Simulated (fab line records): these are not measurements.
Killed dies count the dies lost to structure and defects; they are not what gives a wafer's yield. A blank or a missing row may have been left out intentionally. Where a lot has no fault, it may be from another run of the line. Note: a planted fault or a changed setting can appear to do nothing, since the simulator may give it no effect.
Which tool is to blame? -- flow berkeley_cmos170 -- 7 lots with 21 wafers sampled at 3 steps, on a route of 331 steps

## WHAT THE GAUGES READ, wafer by wafer
UCB170_V2_CD_MEAS_12: target cd 700 nm.
lot,measured,on,cd_nm (nm)
L193,day 7 22:03,cd_sem-01,699.8 698.9 698.8
L196,day 8 11:59,cd_sem-01,701.2 701.3 700.4
L197,day 8 17:09,cd_sem-02,700.0 699.4 701.3
L206,day 10 14:18,cd_sem-02,711.9 712.0 712.5
L208,day 10 14:01,cd_sem-01,710.8 711.4 710.3
L212,day 11 10:55,cd_sem-02,697.4 699.9 700.6
L216,day 12 08:24,cd_sem-01,699.0 698.0 699.7

## WHAT TOOL EACH LOT RAN ON (gives the tool, then ch and the chambers of the sampled wafers, and finally the start)
lot,UCB170_CONTACT_STRIP_06,UCB170_V2_PEB_10
L193,"plasma_asher-03 ch 0,1, day 7 05:36","litho_track-04 ch 0, day 7 21:47"
L196,"plasma_asher-03 ch 0,1, day 7 18:02","litho_track-04 ch 0, day 8 11:43"
L197,"plasma_asher-03 ch 0,1, day 8 01:26","litho_track-02 ch 0, day 8 16:52"
L206,"plasma_asher-04 ch 0,1, day 9 17:50","litho_track-02 ch 0, day 10 14:01"
L208,"plasma_asher-03 ch 0,1, day 9 21:32","litho_track-02 ch 0, day 10 13:45"
L212,"plasma_asher-04 ch 0,1, day 10 18:59","litho_track-01 ch 0, day 11 10:38"
L216,"plasma_asher-04 ch 0,1, day 11 14:58","litho_track-04 ch 0, day 12 08:08"
- UCB170_CONTACT_STRIP_06: strips in O2.
- UCB170_V2_PEB_10

## THE ANSWER, worked out from the rows above alone
Rule: the lots themselves supply what counts as usual. Put in order of their means at a reading, lots are off if they are a third of the lots or fewer, leave a main group of 4 or more, and stand apart from it by a gap of 3 or more times the standard deviation of the main group's means; of several such gaps the widest counts. Not used: any main group whose means are identical at the precision the tables above print for the reading. Also off: a lot with no number at a reading for which 4 or more lots have one. All remaining lots with rows at the step are treated as sound.
Off, at UCB170_V2_CD_MEAS_12 on cd_nm: L206, L208. Main group: mean 699.7 nm, sd 0.77.
If a tool, at a process step before that reading, ran all the lots that are off and no sound lot after the first of them, it fits. Those tools and the gauges at UCB170_V2_CD_MEAS_12 are tried in the same way. One fits: litho_track-02 at UCB170_V2_PEB_10. Its last sound lot is L197 (day 8 16:52), its first lot that is off L208 (day 10 13:45): a fault that began between those two fits.

## WHAT THE SIMULATOR PUT IN
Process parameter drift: litho_track-02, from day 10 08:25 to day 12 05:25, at UCB170_V2_PEB_10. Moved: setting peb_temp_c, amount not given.
Struck lots among those shown: L208, L206. The rule above found the same.
